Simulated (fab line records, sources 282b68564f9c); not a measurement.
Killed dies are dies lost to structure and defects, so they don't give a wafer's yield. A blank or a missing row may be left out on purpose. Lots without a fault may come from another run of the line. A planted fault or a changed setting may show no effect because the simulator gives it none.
fab line records | flow rit_cmos | part 2 of 2: steps 34 to 47 of 47
record lots=5 wafers=15 last_day=8
route steps=202 shown PWELL@48 WELLDRIVE@50 NWELL@51 NRETRO@53 PRETRO@64 GATE@75 FOX2@80
lots that met no fault: from a run of the same line without faults
start_h: hours from the record's first day to the start of the lot's first wafer shown | wait_h: hours since the lot's step before | " the same as in the row above | L1.1+2: a row that stands for several wafers | - no value, or no start given | * or withheld: withheld | < > ~ a bound
route shown NAME@n: a module of which the file shows steps, and the number in the route of the first | usual: mean/standard deviation of fault-free wafers | same: alike in all rows | chamber/n: place in a boat | sites: the reading at each site | _std_site: their standard deviation | _edge_site: outer sites' mean less inner sites' | radius_mm: how far each site lies from the wafer's centre | mask NAME#n: copy n | behind: the tool/chamber that last shaped the wafer | hold: why the lot was held/for how many hours/how that ended | device: the transistor (n, p or np) that didn't switch | end of line: the same wafers' tests at the end of the route | a step without rows: its recipe alone | killed: dies lost to structure and defects at the first sort, not the wafer's yield | map: a wafer's dies, x killed, . not, _ none there
set.NAME: the setting as run; set.NAME@STEP: as run at that earlier step | model.NAME: the simulator's own value behind a step, which no gauge read
lots at some steps of the route; a table a step, a row a wafer
services: from which hour (start_h, from the record's first day; less than 0 if before it) a tool's chamber was out of use, for how many hours, and why
## steps
# step RIT_GATE_OXIDATION_05
# recipe temp_c=900 ambient=O2 target_thk_a=30 ox_time_s=270
# usual tube_center_temp_C_max=902.3/0.39
# columns lot.wafer tool chamber start_h wait_h tube_center_temp_C_max
L078.2 furnace-01 0 54.01 0.3 902.2
L078.4 " 0 " " 902.2
L078.5 " 0 " " 902.7
L085.2 furnace-03 0 89.16 0.4 902.3
L085.4 " 0 " " 902.5
L085.6 " 0 " " 902.3
L093.2 furnace-04 0 128.91 0.6 902.3
L093.4 " 0 " " 902.0
L093.6 " 0 " " 902.0
L095.2 furnace-04 0 139.78 0.2 901.7
L095.3 " 0 " " 902.1
L095.4 " 0 " " 903.4
L097.4 furnace-03 0 158.04 7.3 902.6
L097.5 " 0 " " 902.1
L097.6 " 0 " " 902.3
# step RIT_GATE_ANNEAL_06
# recipe temp_c=900 time_s=600 ambient=N2O
# usual tube_center_temp_C_max=902.3/0.4
# columns lot.wafer tool chamber start_h wait_h tube_center_temp_C_max
L078.2 furnace-03 0 58.01 2.9 902.7
L078.4 " 0 " " 902.0
L078.5 " 0 " " 902.0
L085.2 furnace-01 0 91.85 1.6 901.9
L085.4 " 0 " " 901.9
L085.6 " 0 " " 903.2
L093.2 furnace-03 0 129.98 0.0 901.9
L093.4 " 0 " " 901.6
L093.6 " 0 " " 902.3
L095.2 furnace-03 0 141.49 0.6 901.7
L095.3 " 0 " " 902.2
L095.4 " 0 " " 902.8
L097.4 furnace-01 0 163.25 4.1 902.5
L097.5 " 0 " " 901.9
L097.6 " 0 " " 902.3
# step RIT_GATE_THK_MEAS_07
# recipe reads=SiO2_of_GATE_OXIDATION_05
# usual GATE_OXIDE_THK=3.02/0.063
# columns lot.wafer tool chamber start_h wait_h GATE_OXIDE_THK[nm]
L078.2 film_metro-01 - 58.27 0.0 2.91
L078.4 " - " " 3.02
L078.5 " - " " 3.05
L085.2 film_metro-03 - 92.11 0.0 3.06
L085.4 " - " " 3.02
L085.6 " - " " 3.02
L093.2 film_metro-03 - 130.24 0.0 2.97
L093.4 " - " " 3.00
L093.6 " - " " 2.94
L095.2 film_metro-01 - 141.75 0.0 2.96
L095.3 " - " " 2.95
L095.4 " - " " 2.94
L097.4 film_metro-01 - 163.53 0.0 3.00
L097.5 " - " " 2.98
L097.6 " - " " 2.98
# step RIT_GATE_CVD_08
# recipe material=poly-Si target_thk_nm=250 temp_c=610 precursor=SiH4 time_s=2220 pressure_mtorr=300 sih4_flow_sccm=100
# columns lot.wafer tool chamber start_h wait_h
L078.2+4+5 lpcvd-01 0 58.32 0.0
L085.2+4+6 lpcvd-01 1 92.16 0.0
L093.2+4+6 lpcvd-02 0 130.29 0.0
L095.2+3+4 lpcvd-02 0 141.80 0.0
L097.4+5+6 lpcvd-02 0 163.56 0.0
# step RIT_GATE_THK_MEAS_09
# recipe reads=poly-Si_of_GATE_CVD_08
# usual GATE_POLY_THK=250.8/2.6
# columns lot.wafer tool chamber start_h wait_h GATE_POLY_THK[nm]
L078.2 film_metro-02 - 59.95 0.0 250.2
L078.4 " - " " 249.6
L078.5 " - " " 249.3
L085.2 film_metro-02 - 93.79 0.0 247.6
L085.4 " - " " 249.9
L085.6 " - " " 249.2
L093.2 film_metro-01 - 131.92 0.0 250.8
L093.4 " - " " 252.7
L093.6 " - " " 251.6
L095.2 film_metro-03 - 143.43 0.0 249.5
L095.3 " - " " 250.4
L095.4 " - " " 252.1
L097.4 film_metro-02 - 165.21 0.0 248.5
L097.5 " - " " 249.5
L097.6 " - " " 247.6
# step RIT_GATE_HMDS_10
# recipe prime_time_s=60 prime_temp_c=140
# columns lot.wafer tool chamber start_h wait_h
L078.2+4+5 litho_track-03 0 60.02 0.1
L085.2+4+6 litho_track-04 0 93.86 0.1
L093.2+4+6 litho_track-02 0 132.00 0.1
L095.2+3+4 litho_track-04 0 143.50 0.1
L097.4+5+6 litho_track-02 0 165.31 0.1
# step RIT_GATE_COAT_11
# recipe resist=NOVOLAK spin_rpm=4250 resist_thk_nm=850
# columns lot.wafer tool chamber start_h wait_h
L078.2+4+5 litho_track-03 0 60.17 0.1
L085.2+4+6 litho_track-04 0 94.01 0.1
L093.2+4+6 litho_track-02 0 132.15 0.1
L095.2+3+4 litho_track-04 0 143.65 0.1
L097.4+5+6 litho_track-02 0 165.46 0.1
# step RIT_GATE_SOFTBAKE_12
# recipe resist=NOVOLAK temp_c=90 time_s=60
# columns lot.wafer tool chamber start_h wait_h
L078.2+4+5 litho_track-03 0 60.32 0.1
L085.2+4+6 litho_track-04 0 94.16 0.1
L093.2+4+6 litho_track-02 0 132.30 0.1
L095.2+3+4 litho_track-04 0 143.80 0.1
L097.4+5+6 litho_track-02 0 165.61 0.1
# step RIT_GATE_EXPOSE_13
# recipe mask_id=M6 na=0.6 source_shape=conventional sigma_outer=0.6 target_cd_nm=150 dose_mj=380
# usual exposure_dose_mJ_cm2=379.9/0.38
# columns lot.wafer tool chamber start_h wait_h mask exposure_dose_mJ_cm2
L078.2 iline_stepper-01 0 60.47 0.1 M6#0 380.4
L078.4 " 0 " " M6#0 380.5
L078.5 " 0 " " M6#0 380.5
L085.2 iline_stepper-01 0 94.30 0.1 M6#0 379.7
L085.4 " 0 " " M6#0 380.1
L085.6 " 0 " " M6#0 379.9
L093.2 iline_stepper-01 0 132.57 0.2 M6#0 380.2
L093.4 " 0 " " M6#0 379.5
L093.6 " 0 " " M6#0 380.7
L095.2 iline_stepper-02 0 144.07 0.2 M6#0 379.6
L095.3 " 0 " " M6#0 379.7
L095.4 " 0 " " M6#0 380.0
L097.4 iline_stepper-01 0 165.87 0.2 M6#0 379.6
L097.5 " 0 " " M6#0 380.3
L097.6 " 0 " " M6#0 380.5
# step RIT_GATE_PEB_14
# recipe resist=NOVOLAK temp_c=withheld time_s=withheld
# columns lot.wafer tool chamber start_h wait_h
L078.2+4+5 litho_track-02 0 60.59 0.1
L085.2+4+6 litho_track-04 0 94.43 0.1
L093.2+4+6 litho_track-02 0 132.69 0.1
L095.2+3+4 litho_track-04 0 144.19 0.1
L097.4+5+6 litho_track-03 0 166.00 0.1
# step RIT_GATE_DEVELOP_15
# recipe resist=NOVOLAK develop_time_s=50 dev_temp_c=23
# same develop_time_s=50
# columns lot.wafer tool chamber start_h wait_h
L078.2+4+5 litho_track-02 0 - -
L085.2+4+6 litho_track-04 0 - -
L093.2+4+6 litho_track-02 0 - -
L095.2+3+4 litho_track-04 0 - -
L097.4+5+6 litho_track-03 0 - -
# step RIT_GATE_CD_MEAS_16
# recipe target_cd_nm=150
# usual cd_nm=150.1/2.9
# columns lot.wafer tool chamber start_h wait_h cd_nm
L078.2 cd_sem-02 - 60.87 - 153.3
L078.4 " - " " 153.0
L078.5 " - " " 151.4
L085.2 cd_sem-02 - 94.71 - 148.2
L085.4 " - " " 148.1
L085.6 " - " " 148.7
L093.2 cd_sem-02 - 132.97 - 149.8
L093.4 " - " " 149.6
L093.6 " - " " 149.7
L095.2 cd_sem-01 - 144.47 - 148.0
L095.3 " - " " 149.7
L095.4 " - " " 150.8
L097.4 cd_sem-01 - 166.27 - 145.7
L097.5 " - " " 148.0
L097.6 " - " " 147.9
# step RIT_GATE_OVL_MEAS_17
# usual GATE_OVL=0.5/1.3
# columns lot.wafer tool chamber start_h wait_h GATE_OVL[nm]
L078.2 overlay-01 - 60.98 0.1 1.1
L078.4 " - " " 0.3
L078.5 " - " " 1.3
L085.2 overlay-01 - 94.81 0.1 1.6
L085.4 " - " " 2.4
L085.6 " - " " -0.4
L093.2 overlay-01 - 133.07 0.1 0.7
L093.4 " - " " 2.1
L093.6 " - " " 0.1
L095.2 overlay-01 - 144.58 0.1 3.0
L095.3 " - " " 1.9
L095.4 " - " " 0.8
L097.4 overlay-01 - 166.35 0.1 0.1
L097.5 " - " " -0.2
L097.6 " - " " 1.0
# step RIT_GATE_HARDBAKE_18
# recipe resist=NOVOLAK temp_c=140 time_s=60
# columns lot.wafer tool chamber start_h wait_h
L078.2+4+5 litho_track-04 0 61.03 0.0
L085.2+4+6 litho_track-04 0 94.87 0.0
L093.2+4+6 litho_track-04 0 133.13 0.0
L095.2+3+4 litho_track-03 0 144.63 0.0
L097.4+5+6 litho_track-04 0 166.44 0.1
## services
# columns tool chamber start_h hours kind
iline_stepper-01 - 35.52 1.7 pm
furnace-01 - 39.33 4.0 pm
furnace-04 - 42.05 3.1 pm
implanter-01 - 52.60 4.1 repair
furnace-01 - 56.40 2.4 pm
implanter-02 - 57.27 1.4 repair
implanter-02 - 61.55 3.8 repair
furnace-03 - 71.81 4.4 pm
wet_bench-02 - 92.42 3.8 repair
iline_stepper-01 - 102.15 2.1 pm
implanter-01 - 103.66 2.6 repair
iline_stepper-01 - 104.23 - consumable_replace:lamp
plasma_asher-04 - 108.75 9.0 pm
implanter-02 - 110.98 1.2 repair
iline_stepper-02 - 119.40 4.4 pm
iline_stepper-01 - 123.84 5.2 repair
furnace-01 - 127.48 2.0 pm
furnace-01 - 140.08 20.8 pm
wet_bench-01 - 149.57 5.0 repair
furnace-03 - 150.69 3.9 pm
iline_stepper-02 - 153.64 2.1 pm
furnace-04 - 154.77 3.1 pm
iline_stepper-02 - 155.72 - consumable_replace:lamp
implanter-01 - 157.44 5.7 pm
